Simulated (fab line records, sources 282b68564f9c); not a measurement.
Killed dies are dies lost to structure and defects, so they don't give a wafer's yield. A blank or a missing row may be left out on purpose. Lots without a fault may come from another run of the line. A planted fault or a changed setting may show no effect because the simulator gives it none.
Which tool did it? | flow rit_cmos | 12 lots, 36 wafers sampled, at 2 steps of a route of 202

WHAT THE GAUGES READ, wafer by wafer
The record holds no reading of a measuring or inspecting step that can be judged against a usual standard deviation.

WHICH TOOL RAN EACH LOT (tool, then ch and the chambers of the sampled wafers, then the start)
lot  | RIT_PLDD_SOFTBAKE_02             | RIT_M1_PROBE_99
L407 | litho_track-01 ch 0, day 2 20:27 | prober-02, day 3 12:43
L417 | litho_track-03 ch 0, day 5 01:06 | prober-02, day 5 18:17
L419 | litho_track-03 ch 0, day 5 09:22 | prober-02, day 6 01:10
L420 | litho_track-01 ch 0, day 5 15:35 | prober-01, day 6 06:25
L422 | litho_track-04 ch 0, day 5 22:41 | prober-01, day 6 13:21
L423 | litho_track-01 ch 0, day 6 04:08 | prober-02, day 6 19:05
L424 | litho_track-01 ch 0, day 6 09:59 | prober-01, day 7 02:02
L425 | litho_track-04 ch 0, day 6 17:07 | prober-02, day 7 08:34
L426 | litho_track-04 ch 0, day 6 21:42 | prober-01, day 7 12:38
L427 | litho_track-01 ch 0, day 7 00:22 | prober-02, day 7 15:02
L428 | litho_track-04 ch 0, day 7 09:58 | prober-01, day 8 01:49
L430 | litho_track-01 ch 0, day 7 17:31 | prober-01, day 8 08:16
- RIT_PLDD_SOFTBAKE_02: time 60 s.
- RIT_M1_PROBE_99

WHAT THE TOOLS THEMSELVES READ (means of the sampled wafers that have a number; where no wafer has one, the mark that the record gives instead)
RIT_PLDD_SOFTBAKE_02.
lot  | tool           | heater_power_total_W (W) | plate_temp_C (C)
L407 | litho_track-01 | 34.55                    | 89.99
L417 | litho_track-03 | 33.52                    | 87.97
L419 | litho_track-03 | 33.51                    | 88.02
L420 | litho_track-01 | 34.59                    | 89.94
L422 | litho_track-04 | 34.54                    | 90.18
L423 | litho_track-01 | 34.55                    | 90.00
L424 | litho_track-01 | 34.56                    | 89.92
L425 | litho_track-04 | 34.54                    | 90.03
L426 | litho_track-04 | 34.49                    | 90.11
L427 | litho_track-01 | 34.58                    | 90.03
L428 | litho_track-04 | 34.58                    | 90.10
L430 | litho_track-01 | 34.54                    | 90.15

RIT_M1_PROBE_99.
lot  | tool      | killed_at_front_end | killed_dies | killed_open | killed_short
L407 | prober-02 | 8                   | 8           | 5.0         | 3.3
L417 | prober-02 | 7                   | 7           | 3.3         | 4.0
L419 | prober-02 | 6                   | 6           | 2.0         | 3.7
L420 | prober-01 | 10                  | 10          | 4.3         | 5.3
L422 | prober-01 | 7                   | 7           | 4.7         | 2.0
L423 | prober-02 | 9                   | 9           | 4.3         | 4.7
L424 | prober-01 | 7                   | 7           | 4.0         | 2.7
L425 | prober-02 | 6                   | 6           | 1.3         | 4.7
L426 | prober-01 | 6                   | 6           | 2.0         | 3.7
L427 | prober-02 | 4                   | 4           | 2.3         | 2.0
L428 | prober-01 | 3                   | 3           | 0.7         | 2.3
L430 | prober-01 | 8                   | 8           | 4.7         | 3.7

THE ANSWER, worked out from the rows above alone
Rule: what is usual is taken from the lots themselves. Put in order of their means at a reading, lots are off if they are a third of the lots or fewer, leave a main group of 4 or more, and stand apart from it by a gap of 3 or more times the standard deviation of the main group's means; of several such gaps the widest counts. A main group whose means are all the same, to the digits that the tables above print for the reading, isn't used. A lot without any number at a reading at which 4 lots or more have one is off too. The other lots that the step has rows for count as sound. The gauges are gone through in route order, then the tools' own readings, and for those a lot's mean is taken as printed above. The first step at which some lot is off is used, and at that step the reading that is off furthest; a lot without a number counts as furthest.
Off: L417, L419, at RIT_PLDD_SOFTBAKE_02 (heater_power_total_W). The main group: mean 34.55 W, standard deviation 0.027.
A tool fits if, at that step or a process step before it, it ran every lot that is off, and no sound lot after the first of them. One fits: litho_track-03 at RIT_PLDD_SOFTBAKE_02. It ran no sound lot before its first lot that is off in this sample, so the start can't be narrowed down.
The tool's own readings at RIT_PLDD_SOFTBAKE_02 bear it out: on the lots that are off they differ by more than 5 times the standard deviation of the sound lots' means. heater_power_total_W reads 33.52 W there against 34.55 W on the sound lots; plate_temp_C reads 88.00 C there against 90.05 C on the sound lots.

WHAT THE SIMULATOR HAD PUT IN
Process parameter drift: litho_track-03, from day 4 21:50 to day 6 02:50, at RIT_PLDD_SOFTBAKE_02. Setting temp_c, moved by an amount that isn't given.
Lots struck among those shown: L417, L419. The rule above found the same.
